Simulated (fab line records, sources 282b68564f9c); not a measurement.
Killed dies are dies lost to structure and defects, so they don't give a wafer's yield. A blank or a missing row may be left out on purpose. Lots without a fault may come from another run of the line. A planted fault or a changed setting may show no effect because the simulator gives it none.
Split-lot experiment | flow rit_cmos | 5 lots, 23 wafers read, on a route of 202 steps

THE SPLIT
At RIT_NWELL_COAT_01 (resist thk 1300 nm), the setting spin_rpm was moved away from the recipe's 2000 rpm on 4 of the 23 wafers read, by -7.1% to +7.5%. The other wafers ran this setting at the recipe's value.

FROM THE SPLIT TO THE READING: what the file shows between them, 3 steps
- RIT_NWELL_SOFTBAKE_02: time 60 s
- RIT_NWELL_EXPOSE_03: exposes mask M2, target cd 43900 nm
- RIT_NWELL_DEVELOP_05: develop time 68 s

THE READING
NOVOLAK_of_NWELL_COAT_01.thk_nm (the simulator's own value, which no gauge read), in nm, at RIT_NWELL_HARDBAKE_07 (time 120 s). The file gives no usual value for it. The 19 wafers here that ran the recipe average 1138 nm, standard deviation 4.4 nm.

wafer  | tool, chamber at the split | spin_rpm as run, rpm | against the recipe | NOVOLAK_of_NWELL_COAT_01.thk_nm, nm | against lot-mates on the recipe
L075.1 | litho_track-01, 0          | 2000                 | recipe             | 1133                                | -
L075.3 | litho_track-01, 0          | 2000                 | recipe             | 1131                                | -
L075.6 | litho_track-01, 0          | 2000                 | recipe             | 1131                                | -
L075.4 | litho_track-01, 0          | 2000                 | recipe             | 1130                                | -
L075.5 | litho_track-01, 0          | 2000                 | recipe             | 1132                                | -
L076.1 | litho_track-04, 0          | 2000                 | recipe             | 1141                                | -
L076.2 | litho_track-04, 0          | 1858                 | -7.1%              | 1188                                | +45
L076.3 | litho_track-04, 0          | 1858                 | -7.1%              | 1188                                | +45
L076.4 | litho_track-04, 0          | 2000                 | recipe             | 1144                                | -
L076.5 | litho_track-04, 0          | 2000                 | recipe             | 1144                                | -
L079.1 | litho_track-01, 0          | 2000                 | recipe             | 1138                                | -
L079.2 | litho_track-01, 0          | 2000                 | recipe             | 1140                                | -
L079.3 | litho_track-01, 0          | 2000                 | recipe             | 1139                                | -
L079.5 | litho_track-01, 0          | 2000                 | recipe             | 1139                                | -
L079.6 | litho_track-01, 0          | 2000                 | recipe             | 1143                                | -
L082.1 | litho_track-02, 0          | 2150                 | +7.5%              | 1097                                | -41
L082.2 | litho_track-02, 0          | 2000                 | recipe             | 1138                                | -
L082.4 | litho_track-02, 0          | 2000                 | recipe             | 1138                                | -
L082.3 | litho_track-02, 0          | 2150                 | +7.5%              | 1096                                | -42
L082.6 | litho_track-02, 0          | 2000                 | recipe             | 1137                                | -
L085.1 | litho_track-04, 0          | 2000                 | recipe             | 1142                                | -
L085.5 | litho_track-04, 0          | 2000                 | recipe             | 1141                                | -
L085.6 | litho_track-04, 0          | 2000                 | recipe             | 1141                                | -

THE FIT
A straight line over all 23 wafers: NOVOLAK_of_NWELL_COAT_01.thk_nm changes by -6.25 nm for each +1% of spin_rpm; r = -0.97; the points scatter about the line by 4.7 nm.
The same after taking each lot's own level away (the mean of its wafers on the recipe; 23 wafers): -5.89 nm for each +1%; r = -1.00; scatter 1.7 nm.
On that fit, the largest move of spin_rpm shifts the reading by 44 nm.
The lots' own levels span 1131.4 to 1143.0 nm, that is 2.6 times the standard deviation above.
So the lot-to-lot level changes the slope little: the two slopes agree.
Check: with one of the wafers moved furthest among these (+7.5%) left out of the fit, the line predicts -45 nm for it against its lot-mates. It came out at -40.7 nm against them.

OTHER SPLITS ON THESE WAFERS
These wafers also went through other splits before the reading. Each is held against what the fit with the lots' levels taken away leaves over:
other split on the same wafers       | wafers away from the commonest value | r with NOVOLAK_of_NWELL_COAT_01.thk_nm (lot level and that fit taken away)
RIT_ACTIVE_CVD_03 time_s             | 18                                   | +0.02
RIT_ACTIVE_DEVELOP_10 develop_time_s | 5                                    | +0.10
RIT_ACTIVE_ETCH_13 time_s            | 8                                    | +0.25

THE WHOLE CHAIN: every reading that the file lists as answering this split, in the file's order
step                  | what it does       | reading                                                                          | change (the file's fit)              | r (the file's)
RIT_NWELL_COAT_01     | resist thk 1300 nm | NOVOLAK_of_NWELL_COAT_01.thk_nm (the simulator's own value, which no gauge read) | -6.82 nm for each +1% of the setting | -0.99
RIT_NWELL_HARDBAKE_07 | time 120 s         | NOVOLAK_of_NWELL_COAT_01.thk_nm (the simulator's own value, which no gauge read) | -5.87 nm for each +1% of the setting | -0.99

THE FILE'S OWN FIT
NOVOLAK_of_NWELL_COAT_01.thk_nm changes by -5.87 nm for each +1% of spin_rpm, r = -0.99.
